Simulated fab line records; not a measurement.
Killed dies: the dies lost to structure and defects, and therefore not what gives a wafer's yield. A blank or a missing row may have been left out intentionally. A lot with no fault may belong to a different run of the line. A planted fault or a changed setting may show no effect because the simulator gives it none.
fab line records	flow berkeley-cmos170	part 1 of 2: steps 1 to 29 of 40
record lots=5	wafers=15	last-day=10
route steps=331 shown PSD@184 NSD@187 BACKSIDE@199 SDANNEAL@204 PLDD@208 NLDD@209 SILICIDE@210 CONTACT@216
lots untouched by any fault: they come from a run of this same line in which no faults occurred
start-h: hours from the record's first day to the start of the lot's first wafer shown	wait-h: time in hours since the lot's previous step	" same as the row above	L1.1+2: several wafers, shown together as one row	- no value, or no start was given	* or withheld: withheld	< > ~ a bound
route shown NAME@n: names a module that has steps shown in the file, with the first one's number in the route	usual: mean/standard deviation taken from wafers without a fault	same: alike in all rows	chamber/n: place in a boat	sites: readings site by site	_std_site: their standard deviation	_edge_site: inner sites' mean taken away from outer sites' mean	radius-mm: for every site, how far away it sits from the centre of the wafer	mask NAME#n: copy n	behind: the last tool/chamber to shape the wafer	hold: why the lot was held/for how many hours/how that ended	device: which transistor (n, p or np) failed to switch	end of line: tests run on the same wafers once the route is complete	where a step has no rows: the recipe by itself	killed: the dies lost at the first sort to structure and to defects; this is not the yield of the wafer	map: dies across one wafer; x = killed, . = not, _ = none there
set.NAME: setting as actually run; set.NAME@STEP: the setting as run at that earlier step	model.NAME: the simulator's own value behind a step, which no gauge read
a table for each step, a row for each wafer; lots at some steps of the route
services: a tool's chamber out of use, with start hour (start-h, from the record's first day; less than 0 if before it), hours out, and reason
## steps
# step UCB170_PSD_STRIP_09
# recipe chemistry=O2	power-w=400	pressure-mtorr=3500	platen-temp-c=withheld	o2-flow-sccm=400	overash-fraction=0.5
# usual drypump-motor-current-A=5.7/0.48	oes-product-au=0.600/0.0043	strip-time-to-endpoint-s=29.40/0.069
lot.wafer	tool	chamber	start-h	wait-h	drypump-motor-current-A	oes-product-au	rf-hours-counter-h	strip-time-to-endpoint-s
L080.1	plasma-asher-04	1	167.67	0.1	5.0	0.600	47	29.50
L080.2	"	0	"	"	5.9	0.601	47	29.48
L080.5	"	1	"	"	5.0	0.604	-	29.56
L084.1	plasma-asher-04	1	184.79	0.1	5.0	0.598	49	29.45
L084.4	"	0	"	"	5.9	0.597	-	29.39
L084.6	"	0	"	"	5.9	0.596	-	29.31
L086.2	plasma-asher-04	0	192.20	0.1	5.9	0.597	50	29.42
L086.4	"	0	"	"	5.9	0.607	-	29.28
L086.5	"	1	"	"	5.0	0.600	-	29.36
L088.1	plasma-asher-02	1	213.27	0.1	5.4	0.601	51	29.32
L088.4	"	0	"	"	5.8	0.603	-	29.45
L088.5	"	0	"	"	5.8	0.596	-	29.34
L090.2	plasma-asher-01	0	213.51	0.1	5.9	0.605	11	29.40
L090.3	"	1	"	"	6.5	0.610	-	29.44
L090.6	"	1	"	"	6.5	0.603	-	29.52
# step UCB170_PSD_TW_MEAS_10
# usual PSD_TW=2326/28
lot.wafer	tool	chamber	start-h	wait-h	PSD_TW
L080.1	film-metro-04	-	167.77	0.1	2354
L080.2	"	-	"	"	2337
L080.5	"	-	"	"	2343
L084.1	film-metro-02	-	184.89	0.1	2322
L084.4	"	-	"	"	2312
L084.6	"	-	"	"	2318
L086.2	film-metro-02	-	192.31	0.1	2324
L086.4	"	-	"	"	2324
L086.5	"	-	"	"	2314
L088.1	film-metro-02	-	213.37	0.1	2328
L088.4	"	-	"	"	2326
L088.5	"	-	"	"	2333
L090.2	film-metro-01	-	213.62	0.1	2295
L090.3	"	-	"	"	2294
L090.6	"	-	"	"	2275
# step UCB170_PSD_CLEAN_11
# recipe chemistry=SPM	temp-c=120	time-s=600
lot.wafer	tool	chamber	start-h	wait-h
L080.1+2+5	wet-bench-01	1	168.93	1.1
L084.1+4+6	wet-bench-03	0	185.01	0.1
L086.2+4+5	wet-bench-03	1	192.49	0.2
L088.1+4+5	wet-bench-03	1	213.43	0.1
L090.2+3+6	wet-bench-03	1	213.70	0.1
# step UCB170_NSD_HMDS_00
# recipe prime-time-s=60	prime-temp-c=100
lot.wafer	tool	chamber	start-h	wait-h
L080.1+2+5	litho-track-01	0	169.39	0.3
L084.1+4+6	litho-track-01	0	185.48	0.3
L086.2+4+5	litho-track-01	0	193.20	0.5
L088.1+4+5	litho-track-01	0	213.81	0.2
L090.2+3+6	litho-track-04	0	213.92	0.0
# step UCB170_NSD_COAT_01
# recipe resist=KrF	spin-rpm=1500	resist-thk-nm=900
lot.wafer	tool	chamber	start-h	wait-h
L080.1+2+5	litho-track-01	0	169.54	0.1
L084.1+4+6	litho-track-01	0	185.63	0.1
L086.2+4+5	litho-track-01	0	193.35	0.1
L088.1+4+5	litho-track-01	0	213.96	0.1
L090.2+3+6	litho-track-04	0	214.07	0.1
# step UCB170_NSD_SOFTBAKE_02
# recipe resist=KrF	temp-c=130	time-s=60
# usual heater-power-total-W=56.80/0.045
lot.wafer	tool	chamber	start-h	wait-h	heater-power-total-W
L080.1	litho-track-01	0	169.69	0.1	56.80
L080.2	"	0	"	"	56.84
L080.5	"	0	"	"	56.81
L084.1	litho-track-01	0	185.78	0.1	56.84
L084.4	"	0	"	"	56.78
L084.6	"	0	"	"	56.78
L086.2	litho-track-01	0	193.50	0.1	56.85
L086.4	"	0	"	"	56.81
L086.5	"	0	"	"	56.82
L088.1	litho-track-01	0	214.11	0.1	56.75
L088.4	"	0	"	"	56.84
L088.5	"	0	"	"	56.84
L090.2	litho-track-04	0	214.22	0.1	56.70
L090.3	"	0	"	"	56.81
L090.6	"	0	"	"	56.85
# step UCB170_NSD_EXPOSE_03
# recipe mask-id=NSELECT_MOD	na=0.5	sigma-outer=0.6	source-shape=conventional	target-cd-nm=1200	dose-mj=30
lot.wafer	tool	chamber	start-h	wait-h	mask
L080.1+2+5	krf-scanner-02	0	169.90	0.2	NSELECT_MOD#0
L084.1+4+6	krf-scanner-01	0	186.06	0.2	NSELECT_MOD#0
L086.2+4+5	krf-scanner-02	0	193.77	0.2	NSELECT_MOD#0
L088.1+4+5	krf-scanner-01	0	214.38	0.2	NSELECT_MOD#0
L090.2+3+6	krf-scanner-02	0	214.64	0.4	NSELECT_MOD#0
# step UCB170_NSD_PEB_04
# recipe peb-temp-c=130	peb-time-s=withheld	resist=KrF
# usual heater-power-total-W=56.81/0.043
lot.wafer	tool	chamber	start-h	wait-h	heater-power-total-W
L080.1	litho-track-04	0	170.76	0.8	56.80
L080.2	"	0	"	"	56.85
L080.5	"	0	"	"	56.86
L084.1	litho-track-03	0	186.82	0.7	56.76
L084.4	"	0	"	"	56.84
L084.6	"	0	"	"	56.78
L086.2	litho-track-01	0	194.20	0.4	56.80
L086.4	"	0	"	"	56.79
L086.5	"	0	"	"	56.81
L088.1	litho-track-01	0	214.71	0.3	56.79
L088.4	"	0	"	"	56.83
L088.5	"	0	"	"	56.81
L090.2	litho-track-04	0	214.86	0.2	56.85
L090.3	"	0	"	"	56.82
L090.6	"	0	"	"	56.81
# step UCB170_NSD_DEVELOP_05
# recipe developer=TMAH	develop-time-s=45	resist=KrF	dev-temp-c=21
# usual developer-temp-C=21.01/0.11
lot.wafer	tool	chamber	start-h	wait-h	developer-temp-C
L080.1	litho-track-04	0	-	-	20.94
L080.2	"	0	"	"	21.18
L080.5	"	0	"	"	21.02
L084.1	litho-track-03	0	-	-	21.10
L084.4	"	0	"	"	20.96
L084.6	"	0	"	"	20.94
L086.2	litho-track-01	0	-	-	21.08
L086.4	"	0	"	"	21.09
L086.5	"	0	"	"	21.06
L088.1	litho-track-01	0	-	-	20.84
L088.4	"	0	"	"	20.97
L088.5	"	0	"	"	20.97
L090.2	litho-track-04	0	-	-	21.24
L090.3	"	0	"	"	21.10
L090.6	"	0	"	"	21.02
# step UCB170_NSD_CD_MEAS_06
# recipe target-cd-nm=1200
# usual cd-nm=1200.6/1.3
lot.wafer	tool	chamber	start-h	wait-h	cd-nm
L080.1	cd-sem-01	-	171.03	-	1202.1
L080.2	"	-	"	"	1201.2
L080.5	"	-	"	"	1202.0
L084.1	cd-sem-02	-	187.10	-	1200.6
L084.4	"	-	"	"	1200.9
L084.6	"	-	"	"	1203.2
L086.2	cd-sem-01	-	194.47	-	1201.7
L086.4	"	-	"	"	1202.4
L086.5	"	-	"	"	1200.7
L088.1	cd-sem-01	-	214.98	-	1201.2
L088.4	"	-	"	"	1202.0
L088.5	"	-	"	"	1200.1
L090.2	cd-sem-02	-	215.13	-	1201.4
L090.3	"	-	"	"	1200.4
L090.6	"	-	"	"	1202.4
# step UCB170_NSD_OVL_MEAS_07
# usual NSD_OVL=-2/5.9
lot.wafer	tool	chamber	start-h	wait-h	NSD_OVL[nm]
L080.1	overlay-01	-	171.15	0.1	-6
L080.2	"	-	"	"	-8
L080.5	"	-	"	"	-4
L084.1	overlay-01	-	187.22	0.1	9
L084.4	"	-	"	"	-6
L084.6	"	-	"	"	-1
L086.2	overlay-02	-	194.58	0.1	-2
L086.4	"	-	"	"	-4
L086.5	"	-	"	"	-1
L088.1	overlay-01	-	215.10	0.1	-6
L088.4	"	-	"	"	1
L088.5	"	-	"	"	-7
L090.2	overlay-02	-	215.23	0.1	7
L090.3	"	-	"	"	18
L090.6	"	-	"	"	6
# step UCB170_NSD_IMPLANT_08
# recipe species=P	dose-cm2=3e+15	energy-kev=40	tilt-deg=7
lot.wafer	tool	chamber	start-h	wait-h
L080.1+2+5	implanter-03	0	171.19	0.0
L084.1+4+6	implanter-03	0	187.25	0.0
L086.2+4+5	implanter-03	0	194.64	0.0
L088.1+4+5	implanter-04	0	215.14	0.0
L090.2+3+6	implanter-02	0	215.29	0.0
# step UCB170_NSD_STRIP_09
# recipe chemistry=O2	power-w=400	pressure-mtorr=3500	platen-temp-c=withheld	o2-flow-sccm=400	overash-fraction=0.5
# usual drypump-motor-current-A=5.5/0.34	oes-product-au=0.534/0.0041	strip-time-to-endpoint-s=35.83/0.064
lot.wafer	tool	chamber	start-h	wait-h	drypump-motor-current-A	oes-product-au	rf-hours-counter-h	strip-time-to-endpoint-s
L080.1	plasma-asher-04	0	171.34	0.1	5.9	0.540	48	35.91
L080.2	"	1	"	"	5.0	0.532	48	35.91
L080.5	"	0	"	"	5.9	0.536	-	35.92
L084.1	plasma-asher-04	1	187.40	0.1	5.0	0.534	49	35.79
L084.4	"	0	"	"	5.9	0.536	-	35.90
L084.6	"	1	"	"	5.0	0.539	-	35.81
L086.2	plasma-asher-02	1	194.76	0.1	5.3	0.536	50	35.89
L086.4	"	0	"	"	5.8	0.537	-	35.90
L086.5	"	1	"	"	5.3	0.533	-	35.86
L088.1	plasma-asher-02	1	215.29	0.1	5.3	0.533	52	35.90
L088.4	"	1	"	"	5.3	0.531	-	35.85
L088.5	"	0	"	"	5.8	0.535	-	35.97
L090.2	plasma-asher-04	0	215.41	0.1	5.9	0.538	53	35.80
L090.3	"	0	"	"	5.9	0.534	-	35.74
L090.6	"	0	"	"	5.9	0.527	-	35.81
# step UCB170_NSD_TW_MEAS_10
# usual NSD_TW=4187/51
lot.wafer	tool	chamber	start-h	wait-h	NSD_TW
L080.1	film-metro-04	-	171.44	0.1	4232
L080.2	"	-	"	"	4241
L080.5	"	-	"	"	4234
L084.1	film-metro-01	-	187.50	0.1	4125
L084.4	"	-	"	"	4122
L084.6	"	-	"	"	4141
L086.2	film-metro-01	-	194.87	0.1	4113
L086.4	"	-	"	"	4123
L086.5	"	-	"	"	4093
L088.1	film-metro-04	-	215.39	0.1	4209
L088.4	"	-	"	"	4212
L088.5	"	-	"	"	4239
L090.2	film-metro-02	-	215.52	0.1	4146
L090.3	"	-	"	"	4176
L090.6	"	-	"	"	4166
# step UCB170_NSD_CLEAN_11
# recipe chemistry=SPM	temp-c=120	time-s=600
lot.wafer	tool	chamber	start-h	wait-h
L080.1+2+5	wet-bench-02	3	171.67	0.2
L084.1+4+6	wet-bench-01	1	187.56	0.1
L086.2+4+5	wet-bench-02	0	194.92	0.0
L088.1+4+5	wet-bench-01	2	215.45	0.1
L090.2+3+6	wet-bench-03	0	215.57	0.0
# step UCB170_BACKSIDE_HMDS_00
# recipe prime-time-s=60	prime-temp-c=100
lot.wafer	tool	chamber	start-h	wait-h
L080.1+2+5	litho-track-03	0	172.18	0.3
L084.1+4+6	litho-track-02	0	188.09	0.4
L086.2+4+5	litho-track-01	0	195.14	0.0
L088.1+4+5	litho-track-03	0	215.62	0.0
L090.2+3+6	litho-track-02	0	215.98	0.0
# step UCB170_BACKSIDE_COAT_01
# recipe resist=KrF	spin-rpm=1500	resist-thk-nm=900
lot.wafer	tool	chamber	start-h	wait-h
L080.1+2+5	litho-track-03	0	172.33	0.1
L084.1+4+6	litho-track-02	0	188.24	0.1
L086.2+4+5	litho-track-01	0	195.29	0.1
L088.1+4+5	litho-track-03	0	215.77	0.1
L090.2+3+6	litho-track-02	0	216.13	0.1
# step UCB170_BACKSIDE_SOFTBAKE_02
# recipe resist=KrF	temp-c=130	time-s=60
# usual heater-power-total-W=56.81/0.04
lot.wafer	tool	chamber	start-h	wait-h	heater-power-total-W
L080.1	litho-track-03	0	172.48	0.1	56.83
L080.2	"	0	"	"	56.77
L080.5	"	0	"	"	56.76
L084.1	litho-track-02	0	188.39	0.1	56.77
L084.4	"	0	"	"	56.78
L084.6	"	0	"	"	56.80
L086.2	litho-track-01	0	195.44	0.1	56.81
L086.4	"	0	"	"	56.80
L086.5	"	0	"	"	56.81
L088.1	litho-track-03	0	215.92	0.1	56.86
L088.4	"	0	"	"	56.88
L088.5	"	0	"	"	56.77
L090.2	litho-track-02	0	216.28	0.1	56.83
L090.3	"	0	"	"	56.82
L090.6	"	0	"	"	56.81
# step UCB170_BACKSIDE_STRIP_03
# recipe chemistry=O2	power-w=400	pressure-mtorr=3500	platen-temp-c=withheld	o2-flow-sccm=400	overash-fraction=0.5
# usual drypump-motor-current-A=5.8/0.38	oes-product-au=0.734/0.0046	strip-time-to-endpoint-s=21.97/0.053
lot.wafer	tool	chamber	start-h	wait-h	drypump-motor-current-A	oes-product-au	rf-hours-counter-h	strip-time-to-endpoint-s
L080.1	plasma-asher-01	0	172.63	0.1	5.9	0.741	6	21.98
L080.2	"	1	"	"	6.5	0.736	6	21.99
L080.5	"	1	"	"	6.5	0.739	-	21.98
L084.1	plasma-asher-01	1	188.54	0.1	6.5	0.745	8	21.96
L084.4	"	0	"	"	5.9	0.736	-	22.06
L084.6	"	1	"	"	6.5	0.733	-	22.01
L086.2	plasma-asher-02	1	195.56	0.1	5.3	0.725	50	22.03
L086.4	"	1	"	"	5.4	0.733	-	22.07
L086.5	"	1	"	"	5.4	0.735	-	22.05
L088.1	plasma-asher-02	1	216.07	0.1	5.3	0.736	52	21.94
L088.4	"	1	"	"	5.4	0.729	-	21.96
L088.5	"	1	"	"	5.3	0.736	-	21.95
L090.2	plasma-asher-02	0	216.41	0.1	5.8	0.735	52	21.94
L090.3	"	1	"	"	5.3	0.734	-	22.02
L090.6	"	1	"	"	5.3	0.740	-	21.98
# step UCB170_BACKSIDE_CLEAN_04
# recipe chemistry=SPM	temp-c=120	time-s=600
lot.wafer	tool	chamber	start-h	wait-h
L080.1+2+5	wet-bench-02	1	172.73	0.1
L084.1+4+6	wet-bench-02	3	188.64	0.1
L086.2+4+5	wet-bench-02	3	195.66	0.1
L088.1+4+5	wet-bench-03	0	216.17	0.1
L090.2+3+6	wet-bench-03	1	216.55	0.1
# step UCB170_SDANNEAL_RTA_00
# recipe temp-c=900	time-s=10	ambient=N2
# usual lamp-power-pct=23.6/0.85	wafer_temp_C_max=903.1/0.98
lot.wafer	tool	chamber	start-h	wait-h	lamp-power-pct	wafer_temp_C_max
L080.1	rtp-anneal-02	0	172.92	0.0	22.6	901.9
L080.2	"	0	"	"	22.6	902.2
L080.5	"	0	"	"	22.6	901.5
L084.1	rtp-anneal-01	0	188.82	0.0	24.3	904.1
L084.4	"	0	"	"	24.3	903.1
L084.6	"	0	"	"	24.3	903.8
L086.2	rtp-anneal-01	0	195.86	0.0	24.3	904.0
L086.4	"	0	"	"	24.3	903.1
L086.5	"	0	"	"	24.3	903.1
L088.1	rtp-anneal-02	0	216.55	0.0	22.6	902.2
L088.4	"	0	"	"	22.6	901.9
L088.5	"	0	"	"	22.6	902.1
L090.2	rtp-anneal-01	0	216.95	0.0	24.3	905.3
L090.3	"	0	"	"	24.3	903.2
L090.6	"	0	"	"	24.3	903.0
# step UCB170_SDANNEAL_RTA_01
# recipe temp-c=1050	time-s=5	ambient=N2
# usual lamp-power-pct=36.4/1.3	wafer_temp_C_max=1053.6/1.2
lot.wafer	tool	chamber	start-h	wait-h	lamp-power-pct	wafer_temp_C_max
L080.1	rtp-anneal-02	0	172.99	0.1	34.9	1052.3
L080.2	"	0	"	"	34.9	1052.1
L080.5	"	0	"	"	34.9	1052.0
L084.1	rtp-anneal-01	0	188.89	0.1	37.5	1054.8
L084.4	"	0	"	"	37.6	1054.6
L084.6	"	0	"	"	37.6	1054.4
L086.2	rtp-anneal-01	0	195.93	0.1	37.6	1054.3
L086.4	"	0	"	"	37.5	1053.9
L086.5	"	0	"	"	37.6	1053.7
L088.1	rtp-anneal-02	0	216.62	0.1	34.9	1053.2
L088.4	"	0	"	"	34.9	1051.8
L088.5	"	0	"	"	34.9	1052.3
L090.2	rtp-anneal-01	0	217.01	0.1	37.6	1053.3
L090.3	"	0	"	"	37.5	1053.5
L090.6	"	0	"	"	37.6	1053.8
# step UCB170_SDANNEAL_RS_MEAS_02
# recipe thk-meas-gauge=four-point-probe
# usual PSD_RS=75.58/0.26
lot.wafer	tool	chamber	start-h	wait-h	PSD_RS[ohm/sq]
L080.1	film-metro-04	-	173.05	0.0	75.70
L080.2	"	-	"	"	75.67
L080.5	"	-	"	"	75.73
L084.1	film-metro-01	-	188.94	0.0	75.70
L084.4	"	-	"	"	76.02
L084.6	"	-	"	"	75.57
L086.2	film-metro-04	-	196.00	0.1	76.03
L086.4	"	-	"	"	75.84
L086.5	"	-	"	"	75.89
L088.1	film-metro-01	-	216.68	0.0	75.50
L088.4	"	-	"	"	75.22
L088.5	"	-	"	"	75.83
L090.2	film-metro-04	-	217.08	0.1	75.58
L090.3	"	-	"	"	75.25
L090.6	"	-	"	"	75.47
# step UCB170_SDANNEAL_RS_MEAS_03
# recipe thk-meas-gauge=four-point-probe
# usual NSD_RS=37.25/0.091
lot.wafer	tool	chamber	start-h	wait-h	NSD_RS[ohm/sq]
L080.1	film-metro-04	-	173.17	0.1	37.13
L080.2	"	-	"	"	37.10
L080.5	"	-	"	"	37.11
L084.1	film-metro-01	-	189.06	0.1	37.34
L084.4	"	-	"	"	37.23
L084.6	"	-	"	"	37.24
L086.2	film-metro-04	-	196.12	0.1	37.34
L086.4	"	-	"	"	37.20
L086.5	"	-	"	"	37.38
L088.1	film-metro-01	-	216.80	0.1	37.04
L088.4	"	-	"	"	37.14
L088.5	"	-	"	"	37.12
L090.2	film-metro-04	-	217.20	0.1	37.27
L090.3	"	-	"	"	37.24
L090.6	"	-	"	"	37.32
# step UCB170_SDANNEAL_RS_MEAS_04
# recipe thk-meas-gauge=four-point-probe
# usual PLDD_RS=1032/3.1
lot.wafer	tool	chamber	start-h	wait-h	PLDD_RS[ohm/sq]
L080.1	film-metro-04	-	173.29	0.1	1034
L080.2	"	-	"	"	1029
L080.5	"	-	"	"	1029
L084.1	film-metro-01	-	189.18	0.1	1029
L084.4	"	-	"	"	1029
L084.6	"	-	"	"	1030
L086.2	film-metro-04	-	196.24	0.1	1031
L086.4	"	-	"	"	1032
L086.5	"	-	"	"	1032
L088.1	film-metro-01	-	216.92	0.1	1033
L088.4	"	-	"	"	1031
L088.5	"	-	"	"	1032
L090.2	film-metro-04	-	217.32	0.1	1032
L090.3	"	-	"	"	1034
L090.6	"	-	"	"	1033
# step UCB170_SDANNEAL_RS_MEAS_05
# recipe thk-meas-gauge=four-point-probe
# usual NLDD_RS=616.4/1.2
lot.wafer	tool	chamber	start-h	wait-h	NLDD_RS[ohm/sq]
L080.1	film-metro-04	-	173.41	0.1	617.0
L080.2	"	-	"	"	615.8
L080.5	"	-	"	"	616.9
L084.1	film-metro-01	-	189.30	0.1	617.3
L084.4	"	-	"	"	615.9
L084.6	"	-	"	"	615.7
L086.2	film-metro-04	-	196.36	0.1	615.6
L086.4	"	-	"	"	614.9
L086.5	"	-	"	"	615.6
L088.1	film-metro-01	-	217.04	0.1	615.6
L088.4	"	-	"	"	616.3
L088.5	"	-	"	"	615.3
L090.2	film-metro-04	-	217.44	0.1	615.2
L090.3	"	-	"	"	617.9
L090.6	"	-	"	"	613.9
# step UCB170_SILICIDE_PRE_CLEAN_00
# recipe gas=Ar	preclean-etch-time-s=60
lot.wafer	tool	chamber	start-h	wait-h
L080.1+2+5	pvd-sputter-01	-	173.53	0.1
L084.1+4+6	pvd-sputter-03	-	189.42	0.1
L086.2+4+5	pvd-sputter-04	-	196.46	0.1
L088.1+4+5	pvd-sputter-04	-	217.16	0.1
L090.2+3+6	pvd-sputter-01	-	217.54	0.1
# step UCB170_SILICIDE_SPUTTER_01
# recipe material=Ti	target-thk-nm=30	time-s=25	power-w=1500	chamber-pressure-pa=0.5
# usual throttle-valve-pct=30.7/1.2
lot.wafer	tool	chamber	start-h	wait-h	throttle-valve-pct
L080.1	pvd-sputter-01	-	173.59	0.0	31.7
L080.2	"	-	"	"	29.8
L080.5	"	-	"	"	30.1
L084.1	pvd-sputter-03	-	189.49	0.0	31.6
L084.4	"	-	"	"	29.2
L084.6	"	-	"	"	31.6
L086.2	pvd-sputter-04	-	196.52	0.0	29.9
L086.4	"	-	"	"	31.5
L086.5	"	-	"	"	31.8
L088.1	pvd-sputter-04	-	217.23	0.0	31.4
L088.4	"	-	"	"	30.0
L088.5	"	-	"	"	30.4
L090.2	pvd-sputter-01	-	217.61	0.0	29.8
L090.3	"	-	"	"	31.9
L090.6	"	-	"	"	29.8
# step UCB170_SILICIDE_RS_MEAS_02
# recipe thk-meas-gauge=four-point-probe	reads=Ti_of_SILICIDE_SPUTTER_01
# usual SILICIDE_TI_RS=26.2/0.35
lot.wafer	tool	chamber	start-h	wait-h	SILICIDE_TI_RS[ohm/sq]
L080.1	film-metro-02	-	173.62	0.0	26.4
L080.2	"	-	"	"	26.4
L080.5	"	-	"	"	26.3
L084.1	film-metro-04	-	189.52	0.0	26.0
L084.4	"	-	"	"	26.6
L084.6	"	-	"	"	26.4
L086.2	film-metro-03	-	196.57	0.0	26.5
L086.4	"	-	"	"	26.5
L086.5	"	-	"	"	26.4
L088.1	film-metro-02	-	217.26	0.0	26.6
L088.4	"	-	"	"	26.7
L088.5	"	-	"	"	26.3
L090.2	film-metro-03	-	217.66	0.0	26.8
L090.3	"	-	"	"	27.0
L090.6	"	-	"	"	26.6
